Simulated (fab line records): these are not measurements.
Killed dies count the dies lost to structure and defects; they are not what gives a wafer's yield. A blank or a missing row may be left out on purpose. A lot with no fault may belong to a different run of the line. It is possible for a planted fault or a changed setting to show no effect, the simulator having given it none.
fab line records	flow berkeley-cmos170	part 1 of 2: steps 1 to 31 of 41
record lots=5	wafers=15	last-day=12
route steps=331 shown PWELL@36 WELLDRIVE@55 ACTIVE@60
lots with no fault: from the same line, run without faults
start-h: the number of hours between the record's first day and the start of the first shown wafer of the lot	wait-h: time in hours since the lot's previous step	" identical to the entry in the row above	L1.1+2: several wafers, shown together as one row	- value missing, or start not given	* or withheld: withheld	< > ~ a bound
route shown NAME@n: names a module that has steps shown in the file, with the first one's number in the route	usual: mean/standard deviation taken from wafers without a fault	same: alike in all rows	chamber/n: place in a boat	sites: per-site readings	_std_site: their standard deviation	_edge_site: outer sites' mean less inner sites'	radius-mm: how far each site lies from the wafer's centre	mask NAME#n: copy n	behind: the last tool/chamber to shape the wafer	hold: why the lot went on hold/how many hours it stayed there/how the hold came to an end	device: whichever transistor did not switch (one of n, p or np)	end of line: at the end of the route, the tests of the same wafers	a step with no rows: only its recipe	killed: count of dies lost to structure and defects at first sort (not the wafer's yield)	map: dies across one wafer; x = killed, . = not, _ = none there
set.NAME: setting as actually run; set.NAME@STEP: the setting as run at that earlier step	model.NAME: the simulator's own value behind a step, which no gauge read
lots seen at some steps along the route; tables by step, rows by wafer
services: the hour from which a tool's chamber was out of use, counted from the record's first day as start-h (under 0 if before that day), plus the number of hours and why
## steps
# step UCB170_PWELL_OXIDATION_02
# recipe temp-c=1000	ambient=O2	target-thk-a=264	ox-time-s=1260
# usual zone-power-source-pct=30.5/2.1
lot.wafer	tool	chamber	start-h	wait-h	zone-power-source-pct
L084.1	furnace-01	0	93.69	4.4	33.6
L084.4	"	0	"	"	33.3
L084.6	"	0	"	"	33.7
L091.1	furnace-03	0	133.91	1.2	29.1
L091.2	"	0	"	"	29.7
L091.6	"	0	"	"	29.1
L093.3	furnace-03	0	133.91	1.2	28.8
L093.4	"	0	"	"	28.8
L093.5	"	0	"	"	28.9
L094.3	furnace-03	0	149.46	2.5	29.2
L094.4	"	0	"	"	29.2
L094.6	"	0	"	"	28.8
L097.3	furnace-03	0	149.46	2.3	29.2
L097.5	"	0	"	"	28.9
L097.6	"	0	"	"	28.9
# step UCB170_PWELL_THK_MEAS_03
# recipe reads=SiO2_of_PWELL_OXIDATION_02
# usual PWELL_OXIDE_THK=26.5/0.42
lot.wafer	tool	chamber	start-h	wait-h	PWELL_OXIDE_THK[nm]
L084.1	film-metro-04	-	95.07	0.0	25.7
L084.4	"	-	"	"	25.8
L084.6	"	-	"	"	25.6
L091.1	film-metro-03	-	135.26	0.0	26.3
L091.2	"	-	"	"	26.7
L091.6	"	-	"	"	26.4
L093.3	film-metro-02	-	135.34	0.1	26.3
L093.4	"	-	"	"	26.4
L093.5	"	-	"	"	26.3
L094.3	film-metro-04	-	150.83	0.0	25.9
L094.4	"	-	"	"	26.1
L094.6	"	-	"	"	25.9
L097.3	film-metro-04	-	150.89	0.1	26.1
L097.5	"	-	"	"	26.3
L097.6	"	-	"	"	26.2
# step UCB170_PWELL_ANNEAL_04
# recipe temp-c=1000	time-s=900	ambient=N2
# usual zone-power-source-pct=32.1/2
lot.wafer	tool	chamber	start-h	wait-h	zone-power-source-pct
L084.1	furnace-01	0	96.71	1.6	33.5
L084.4	"	0	"	"	33.5
L084.6	"	0	"	"	34.3
L091.1	furnace-01	0	135.41	0.1	33.5
L091.2	"	0	"	"	33.8
L091.6	"	0	"	"	34.0
L093.3	furnace-01	0	135.41	0.1	33.6
L093.4	"	0	"	"	33.3
L093.5	"	0	"	"	33.8
L094.3	furnace-02	0	154.46	3.6	33.0
L094.4	"	0	"	"	32.7
L094.6	"	0	"	"	32.6
L097.3	furnace-02	0	154.46	3.6	33.1
L097.5	"	0	"	"	32.9
L097.6	"	0	"	"	32.3
# step UCB170_PWELL_CVD_05
# recipe material=Si3N4	target-thk-nm=220	temp-c=800	precursor=SiH2Cl2/NH3	time-s=3300	pressure-mtorr=200	sih2cl2-flow-sccm=25	nh3-flow-sccm=75
# usual zone-power-source-pct=20.3/1.8
lot.wafer	tool	chamber	start-h	wait-h	zone-power-source-pct
L084.1	lpcvd-02	0	98.87	0.9	20.5
L084.4	"	0	"	"	20.6
L084.6	"	0	"	"	20.8
L091.1	lpcvd-01	1	137.34	0.7	17.4
L091.2	"	1	"	"	17.3
L091.6	"	1	"	"	17.4
L093.3	lpcvd-01	1	137.34	0.7	17.6
L093.4	"	1	"	"	17.6
L093.5	"	1	"	"	17.4
L094.3	lpcvd-01	0	155.71	0.0	21.8
L094.4	"	0	"	"	21.3
L094.6	"	0	"	"	21.9
L097.3	lpcvd-01	1	155.71	0.0	17.3
L097.5	"	1	"	"	17.5
L097.6	"	1	"	"	17.6
# step UCB170_PWELL_THK_MEAS_06
# recipe reads=Si3N4_of_PWELL_CVD_05
# usual PWELL_NITRIDE_THK=220.7/1.9
lot.wafer	tool	chamber	start-h	wait-h	PWELL_NITRIDE_THK[nm]
L084.1	film-metro-02	-	100.78	0.0	220.3
L084.4	"	-	"	"	221.0
L084.6	"	-	"	"	220.7
L091.1	film-metro-03	-	139.26	0.0	224.0
L091.2	"	-	"	"	223.6
L091.6	"	-	"	"	220.9
L093.3	film-metro-03	-	139.34	0.1	222.2
L093.4	"	-	"	"	222.3
L093.5	"	-	"	"	223.0
L094.3	film-metro-04	-	157.65	0.0	221.9
L094.4	"	-	"	"	221.9
L094.6	"	-	"	"	220.1
L097.3	film-metro-02	-	157.65	0.0	222.1
L097.5	"	-	"	"	221.0
L097.6	"	-	"	"	223.3
# step UCB170_PWELL_HMDS_07
# recipe prime-time-s=60	prime-temp-c=100
lot.wafer	tool	chamber	start-h	wait-h
L084.1+4+6	litho-track-01	0	100.84	0.1
L091.1+2+6	litho-track-04	0	139.46	0.2
L093.3+4+5	litho-track-04	0	139.96	0.6
L094.3+4+6	litho-track-02	0	157.74	0.1
L097.3+5+6	litho-track-04	0	157.77	0.1
# step UCB170_PWELL_COAT_08
# recipe resist=KrF	spin-rpm=1500	resist-thk-nm=900
lot.wafer	tool	chamber	start-h	wait-h
L084.1+4+6	litho-track-01	0	100.99	0.1
L091.1+2+6	litho-track-04	0	139.61	0.1
L093.3+4+5	litho-track-04	0	140.11	0.1
L094.3+4+6	litho-track-02	0	157.89	0.1
L097.3+5+6	litho-track-04	0	157.92	0.1
# step UCB170_PWELL_SOFTBAKE_09
# recipe resist=KrF	temp-c=130	time-s=60
lot.wafer	tool	chamber	start-h	wait-h
L084.1+4+6	litho-track-01	0	101.14	0.1
L091.1+2+6	litho-track-04	0	139.76	0.1
L093.3+4+5	litho-track-04	0	140.26	0.1
L094.3+4+6	litho-track-02	0	158.04	0.1
L097.3+5+6	litho-track-04	0	158.07	0.1
# step UCB170_PWELL_EXPOSE_10
# recipe mask-id=PWELL	target-cd-nm=3000	na=0.5	sigma-outer=0.6	source-shape=conventional	dose-mj=19
# usual focus-offset-nm=0.0/0.5
lot.wafer	tool	chamber	start-h	wait-h	mask	focus-offset-nm
L084.1	krf-scanner-02	0	101.29	0.1	PWELL#0	-0.5
L084.4	"	0	"	"	PWELL#0	0.1
L084.6	"	0	"	"	PWELL#0	0.6
L091.1	krf-scanner-01	0	139.91	0.1	PWELL#0	0.3
L091.2	"	0	"	"	PWELL#0	0.1
L091.6	"	0	"	"	PWELL#0	0.8
L093.3	krf-scanner-02	0	140.52	0.2	PWELL#0	0.0
L093.4	"	0	"	"	PWELL#0	-0.2
L093.5	"	0	"	"	PWELL#0	0.0
L094.3	krf-scanner-02	0	158.30	0.2	PWELL#0	0.7
L094.4	"	0	"	"	PWELL#0	0.2
L094.6	"	0	"	"	PWELL#0	0.6
L097.3	krf-scanner-01	0	158.55	0.5	PWELL#0	0.3
L097.5	"	0	"	"	PWELL#0	0.3
L097.6	"	0	"	"	PWELL#0	0.3
# step UCB170_PWELL_PEB_11
# recipe peb-temp-c=130	peb-time-s=withheld	resist=KrF
lot.wafer	tool	chamber	start-h	wait-h
L084.1+4+6	litho-track-04	0	101.79	0.5
L091.1+2+6	litho-track-02	0	140.30	0.4
L093.3+4+5	litho-track-02	0	140.65	0.1
L094.3+4+6	litho-track-04	0	159.12	0.8
L097.3+5+6	litho-track-02	0	159.54	1.0
# step UCB170_PWELL_DEVELOP_12
# recipe developer=TMAH	develop-time-s=45	resist=KrF	dev-temp-c=21
# usual developer-temp-C=21.02/0.1
lot.wafer	tool	chamber	start-h	wait-h	developer-temp-C
L084.1	litho-track-04	0	-	-	20.95
L084.4	"	0	"	"	21.01
L084.6	"	0	"	"	21.16
L091.1	litho-track-02	0	-	-	21.04
L091.2	"	0	"	"	21.08
L091.6	"	0	"	"	21.11
L093.3	litho-track-02	0	-	-	21.21
L093.4	"	0	"	"	21.10
L093.5	"	0	"	"	21.19
L094.3	litho-track-04	0	-	-	21.12
L094.4	"	0	"	"	21.03
L094.6	"	0	"	"	20.95
L097.3	litho-track-02	0	-	-	20.95
L097.5	"	0	"	"	20.85
L097.6	"	0	"	"	20.90
# step UCB170_PWELL_OVL_MEAS_13
# usual PWELL_OVL=0/5.9
lot.wafer	tool	chamber	start-h	wait-h	PWELL_OVL[nm]
L084.1	overlay-01	-	102.06	-	4
L084.4	"	-	"	"	-7
L084.6	"	-	"	"	-9
L091.1	overlay-02	-	140.58	-	2
L091.2	"	-	"	"	3
L091.6	"	-	"	"	-3
L093.3	overlay-01	-	140.89	-	-2
L093.4	"	-	"	"	-5
L093.5	"	-	"	"	-2
L094.3	overlay-02	-	159.35	-	3
L094.4	"	-	"	"	1
L094.6	"	-	"	"	3
L097.3	overlay-01	-	159.78	-	6
L097.5	"	-	"	"	0
L097.6	"	-	"	"	15
# step UCB170_PWELL_ETCH_14
# recipe chemistry=CH3F/Ar/O2	target=Si3N4	stop-on=SiO2	CH3F_flow_sccm=20	Ar_flow_sccm=50	O2_flow_sccm=7	pressure-mtorr=50	rf-w=450	target-depth-a=2420	over-etch-frac=0.1	time-s=151
# usual drypump-motor-current-A=5.8/0.38	mfc-ar-sccm=50.00/0.15	oes-product-au=0.943/0.013	throttle-valve-pct=8.02/0.17
lot.wafer	tool	chamber	start-h	wait-h	drypump-motor-current-A	mfc-ar-sccm	oes-product-au	rf-hours-counter-h	throttle-valve-pct
L084.1	rie-diel-01	2	102.10	0.0	6.3	50.01	0.929	159	7.80
L084.4	"	1	"	"	5.9	49.88	0.951	107	7.89
L084.6	"	0	"	"	5.3	50.08	0.942	-	7.99
L091.1	rie-diel-01	1	140.61	0.0	5.9	50.18	0.960	108	7.89
L091.2	"	2	"	"	6.3	50.13	0.960	0	7.81
L091.6	"	0	"	"	5.3	49.82	0.940	-	8.03
L093.3	rie-diel-04	0	140.91	0.0	5.3	49.96	0.914	118	7.88
L093.4	"	1	"	"	5.9	49.93	0.941	1	7.79
L093.5	"	1	"	"	5.9	49.84	0.944	-	7.79
L094.3	rie-diel-01	1	159.38	0.0	5.9	49.87	0.945	109	7.90
L094.4	"	3	"	"	5.5	50.07	0.943	151	8.06
L094.6	"	3	"	"	5.5	49.98	0.938	-	8.04
L097.3	rie-diel-04	3	159.80	0.0	6.3	49.90	0.960	55	7.79
L097.5	"	1	"	"	5.9	49.91	0.946	-	7.80
L097.6	"	0	"	"	5.3	50.16	0.921	-	7.87
# step UCB170_PWELL_IMPLANT_15
# recipe species=B	dose-cm2=5e+12	energy-kev=60	tilt-deg=7
lot.wafer	tool	chamber	start-h	wait-h
L084.1+4+6	implanter-02	0	102.20	0.1
L091.1+2+6	implanter-01	0	140.71	0.1
L093.3+4+5	implanter-04	0	141.06	0.1
L094.3+4+6	implanter-02	0	159.53	0.1
L097.3+5+6	implanter-01	0	159.95	0.1
# step UCB170_PWELL_STRIP_16
# recipe chemistry=O2	power-w=400	pressure-mtorr=3500	platen-temp-c=withheld	o2-flow-sccm=400	overash-fraction=0.5
# usual drypump-motor-current-A=5.7/0.46	oes-product-au=0.721/0.0042	strip-time-to-endpoint-s=18.12/0.085
lot.wafer	tool	chamber	start-h	wait-h	drypump-motor-current-A	oes-product-au	rf-hours-counter-h	strip-time-to-endpoint-s
L084.1	plasma-asher-04	1	102.35	0.1	5.0	0.724	40	18.00
L084.4	"	0	"	"	6.0	0.723	-	18.09
L084.6	"	1	"	"	5.0	0.729	-	18.07
L091.1	plasma-asher-02	1	140.86	0.1	5.3	0.727	43	18.08
L091.2	"	0	"	"	5.8	0.723	43	18.04
L091.6	"	0	"	"	5.8	0.721	-	18.03
L093.3	plasma-asher-02	0	141.19	0.1	5.8	0.728	-	18.10
L093.4	"	1	"	"	5.3	0.722	-	18.05
L093.5	"	0	"	"	5.8	0.722	-	18.15
L094.3	plasma-asher-01	0	159.66	0.1	5.9	0.719	-	18.07
L094.4	"	1	"	"	6.4	0.716	-	18.09
L094.6	"	1	"	"	6.4	0.717	-	18.01
L097.3	plasma-asher-04	0	160.08	0.1	5.9	0.717	-	18.11
L097.5	"	0	"	"	5.9	0.733	-	18.16
L097.6	"	1	"	"	5.0	0.722	-	18.05
# step UCB170_PWELL_TW_MEAS_17
# usual PWELL_TW=376/3.5
lot.wafer	tool	chamber	start-h	wait-h	PWELL_TW
L084.1	film-metro-04	-	102.45	0.1	384
L084.4	"	-	"	"	383
L084.6	"	-	"	"	381
L091.1	film-metro-02	-	140.97	0.1	379
L091.2	"	-	"	"	378
L091.6	"	-	"	"	377
L093.3	film-metro-03	-	141.28	0.1	374
L093.4	"	-	"	"	373
L093.5	"	-	"	"	374
L094.3	film-metro-03	-	159.75	0.1	374
L094.4	"	-	"	"	374
L094.6	"	-	"	"	373
L097.3	film-metro-03	-	160.17	0.1	376
L097.5	"	-	"	"	373
L097.6	"	-	"	"	374
# step UCB170_PWELL_CLEAN_18
# recipe chemistry=SPM	temp-c=120	time-s=600
lot.wafer	tool	chamber	start-h	wait-h
L084.1+4+6	wet-bench-01	0	102.98	0.5
L091.1+2+6	wet-bench-01	3	142.20	1.2
L093.3+4+5	wet-bench-01	2	142.20	0.9
L094.3+4+6	wet-bench-01	3	159.79	0.0
L097.3+5+6	wet-bench-04	3	160.80	0.6
# step UCB170_PWELL_WET_ETCH_19
# recipe chemistry=H3PO4	target=Si3N4	temp-c=160	time-s=14400
lot.wafer	tool	chamber	start-h	wait-h
L084.1+4+6	wet-bench-01	0	103.52	0.4
L091.1+2+6	wet-bench-01	0	142.62	0.3
L093.3+4+5	wet-bench-01	1	142.62	0.3
L094.3+4+6	wet-bench-01	2	159.96	0.0
L097.3+5+6	wet-bench-04	0	161.16	0.2
# step UCB170_PWELL_WET_ETCH_20
# recipe chemistry=BOE	dilution=5:1	target=SiO2	temp-c=25	time-s=22
lot.wafer	tool	chamber	start-h	wait-h
L084.1+4+6	wet-bench-01	3	107.54	0.0
L091.1+2+6	wet-bench-01	2	146.93	0.3
L093.3+4+5	wet-bench-01	3	146.93	0.3
L094.3+4+6	wet-bench-01	1	164.91	0.9
L097.3+5+6	wet-bench-04	2	165.54	0.4
# step UCB170_WELLDRIVE_CLEAN_00
# recipe chemistry=SPM	temp-c=120	time-s=600
lot.wafer	tool	chamber	start-h	wait-h
L084.1+4+6	wet-bench-01	0	107.91	0.3
L091.1+2+6	wet-bench-01	1	146.96	0.0
L093.3+4+5	wet-bench-01	0	146.96	0.0
L094.3+4+6	wet-bench-04	2	165.37	0.4
L097.3+5+6	wet-bench-03	1	168.85	3.3
# step UCB170_WELLDRIVE_OXIDATION_01
# recipe temp-c=1100	ambient=O2	target-thk-a=1990	ox-time-s=9000
# usual zone-power-source-pct=45/4.3
lot.wafer	tool	chamber	start-h	wait-h	zone-power-source-pct
L084.1	furnace-01	0	113.71	5.6	42
L084.4	"	0	"	"	42
L084.6	"	0	"	"	43
L091.1	furnace-04	0	149.34	2.2	51
L091.2	"	0	"	"	50
L091.6	"	0	"	"	51
L093.3	furnace-04	0	149.34	2.2	51
L093.4	"	0	"	"	51
L093.5	"	0	"	"	50
L094.3	furnace-01	0	166.15	0.6	43
L094.4	"	0	"	"	43
L094.6	"	0	"	"	43
L097.3	furnace-04	0	169.12	0.1	51
L097.5	"	0	"	"	51
L097.6	"	0	"	"	51
# step UCB170_WELLDRIVE_THK_MEAS_02
# recipe reads=SiO2_of_WELLDRIVE_OXIDATION_01
# usual WELLDRIVE_OXIDE_THK=199/3.3
lot.wafer	tool	chamber	start-h	wait-h	WELLDRIVE_OXIDE_THK[nm]
L084.1	film-metro-01	-	117.21	0.0	199
L084.4	"	-	"	"	203
L084.6	"	-	"	"	198
L091.1	film-metro-03	-	152.84	0.0	201
L091.2	"	-	"	"	198
L091.6	"	-	"	"	199
L093.3	film-metro-04	-	152.86	0.0	197
L093.4	"	-	"	"	198
L093.5	"	-	"	"	200
L094.3	film-metro-03	-	169.67	0.0	203
L094.4	"	-	"	"	201
L094.6	"	-	"	"	201
L097.3	film-metro-04	-	172.69	0.1	201
L097.5	"	-	"	"	203
L097.6	"	-	"	"	204
# step UCB170_WELLDRIVE_ANNEAL_03
# recipe temp-c=1100	time-s=900	ambient=N2
# usual zone-power-source-pct=44/3.2
lot.wafer	tool	chamber	start-h	wait-h	zone-power-source-pct
L084.1	furnace-02	0	122.43	5.2	42
L084.4	"	0	"	"	42
L084.6	"	0	"	"	42
L091.1	furnace-01	0	155.24	2.4	44
L091.2	"	0	"	"	43
L091.6	"	0	"	"	43
L093.3	furnace-01	0	155.24	2.4	43
L093.4	"	0	"	"	42
L093.5	"	0	"	"	43
L094.3	furnace-01	0	172.25	2.6	42
L094.4	"	0	"	"	42
L094.6	"	0	"	"	43
L097.3	furnace-02	0	174.62	1.9	41
L097.5	"	0	"	"	42
L097.6	"	0	"	"	42
# step UCB170_WELLDRIVE_WET_ETCH_04
# recipe chemistry=BOE	dilution=5:1	target=SiO2	temp-c=25	time-s=120
lot.wafer	tool	chamber	start-h	wait-h
L084.1+4+6	wet-bench-04	3	123.81	0.1
L091.1+2+6	wet-bench-01	1	156.49	0.0
L093.3+4+5	wet-bench-01	2	156.49	0.0
L094.3+4+6	wet-bench-03	0	173.50	0.0
L097.3+5+6	wet-bench-04	3	177.39	1.5
# step UCB170_ACTIVE_CLEAN_00
# recipe chemistry=SPM	temp-c=120	time-s=600
lot.wafer	tool	chamber	start-h	wait-h
L084.1+4+6	wet-bench-04	2	124.04	0.2
L091.1+2+6	wet-bench-04	3	156.61	0.1
L093.3+4+5	wet-bench-04	0	156.61	0.1
L094.3+4+6	wet-bench-03	3	173.54	0.0
L097.3+5+6	wet-bench-04	2	177.45	0.0
# step UCB170_ACTIVE_CLEAN_01
# recipe chemistry=dHF	dilution=25:1	time-s=60
lot.wafer	tool	chamber	start-h	wait-h
L084.1+4+6	wet-bench-04	3	124.43	0.2
L091.1+2+6	wet-bench-01	3	156.88	0.1
L093.3+4+5	wet-bench-01	3	156.88	0.1
L094.3+4+6	wet-bench-03	1	173.72	0.0
L097.3+5+6	wet-bench-04	0	177.80	0.2
# step UCB170_ACTIVE_OXIDATION_02
# recipe temp-c=1000	ambient=O2	target-thk-a=264	ox-time-s=1260
# usual zone-power-source-pct=31/3.2
lot.wafer	tool	chamber	start-h	wait-h	zone-power-source-pct
L084.1	furnace-03	0	128.21	3.8	29
L084.4	"	0	"	"	29
L084.6	"	0	"	"	29
L091.1	furnace-02	0	158.55	1.6	32
L091.2	"	0	"	"	33
L091.6	"	0	"	"	33
L093.3	furnace-02	0	158.55	1.6	32
L093.4	"	0	"	"	33
L093.5	"	0	"	"	32
L094.3	furnace-04	0	175.62	1.9	40
L094.4	"	0	"	"	40
L094.6	"	0	"	"	40
L097.3	furnace-03	0	178.96	1.1	29
L097.5	"	0	"	"	29
L097.6	"	0	"	"	29
# step UCB170_ACTIVE_THK_MEAS_03
# recipe reads=SiO2_of_ACTIVE_OXIDATION_02
# usual ACTIVE_OXIDE_THK=26.5/0.47
lot.wafer	tool	chamber	start-h	wait-h	ACTIVE_OXIDE_THK[nm]
L084.1	film-metro-01	-	129.56	0.0	26.9
L084.4	"	-	"	"	27.0
L084.6	"	-	"	"	26.7
L091.1	film-metro-02	-	159.90	0.0	26.5
L091.2	"	-	"	"	26.4
L091.6	"	-	"	"	26.4
L093.3	film-metro-04	-	159.92	0.0	26.9
L093.4	"	-	"	"	27.4
L093.5	"	-	"	"	27.4
L094.3	film-metro-04	-	176.99	0.0	25.8
L094.4	"	-	"	"	26.4
L094.6	"	-	"	"	26.3
L097.3	film-metro-01	-	180.33	0.0	26.1
L097.5	"	-	"	"	25.8
L097.6	"	-	"	"	26.1
# step UCB170_ACTIVE_ANNEAL_04
# recipe temp-c=1000	time-s=900	ambient=N2
# usual zone-power-source-pct=32/3.9
lot.wafer	tool	chamber	start-h	wait-h	zone-power-source-pct
L084.1	furnace-02	0	132.01	2.4	33
L084.4	"	0	"	"	33
L084.6	"	0	"	"	33
L091.1	furnace-02	0	161.15	1.2	33
L091.2	"	0	"	"	33
L091.6	"	0	"	"	33
L093.3	furnace-02	0	161.15	1.2	33
L093.4	"	0	"	"	33
L093.5	"	0	"	"	33
L094.3	furnace-03	0	177.71	0.7	29
L094.4	"	0	"	"	29
L094.6	"	0	"	"	29
L097.3	furnace-03	0	181.98	1.6	29
L097.5	"	0	"	"	29
L097.6	"	0	"	"	29
# step UCB170_ACTIVE_CVD_05
# recipe material=Si3N4	target-thk-nm=220	temp-c=800	precursor=SiH2Cl2/NH3	time-s=3300	pressure-mtorr=200	sih2cl2-flow-sccm=25	nh3-flow-sccm=75
# usual zone-power-source-pct=20.6/2.3
lot.wafer	tool	chamber	start-h	wait-h	zone-power-source-pct
L084.1	lpcvd-01	1	133.39	0.1	17.3
L084.4	"	1	"	"	17.7
L084.6	"	1	"	"	17.3
L091.1	lpcvd-01	1	164.67	2.3	17.5
L091.2	"	1	"	"	17.8
L091.6	"	1	"	"	17.5
L093.3	lpcvd-01	0	164.67	2.3	21.3
L093.4	"	0	"	"	21.8
L093.5	"	0	"	"	21.4
L094.3	lpcvd-02	1	178.96	0.0	22.8
L094.4	"	1	"	"	23.1
L094.6	"	1	"	"	23.6
L097.3	lpcvd-01	1	183.23	0.0	17.5
L097.5	"	1	"	"	17.5
L097.6	"	1	"	"	17.7
# step UCB170_ACTIVE_THK_MEAS_06
# recipe reads=Si3N4_of_ACTIVE_CVD_05
# usual ACTIVE_NITRIDE_THK=220.4/2.5
lot.wafer	tool	chamber	start-h	wait-h	ACTIVE_NITRIDE_THK[nm]
L084.1	film-metro-01	-	135.30	0.0	221.1
L084.4	"	-	"	"	224.0
L084.6	"	-	"	"	223.5
L091.1	film-metro-04	-	166.58	0.0	219.1
L091.2	"	-	"	"	221.0
L091.6	"	-	"	"	221.3
L093.3	film-metro-02	-	166.60	0.0	221.3
L093.4	"	-	"	"	220.0
L093.5	"	-	"	"	220.6
L094.3	film-metro-04	-	180.90	0.0	217.2
L094.4	"	-	"	"	217.6
L094.6	"	-	"	"	218.7
L097.3	film-metro-02	-	186.18	0.1	224.2
L097.5	"	-	"	"	225.7
L097.6	"	-	"	"	227.0
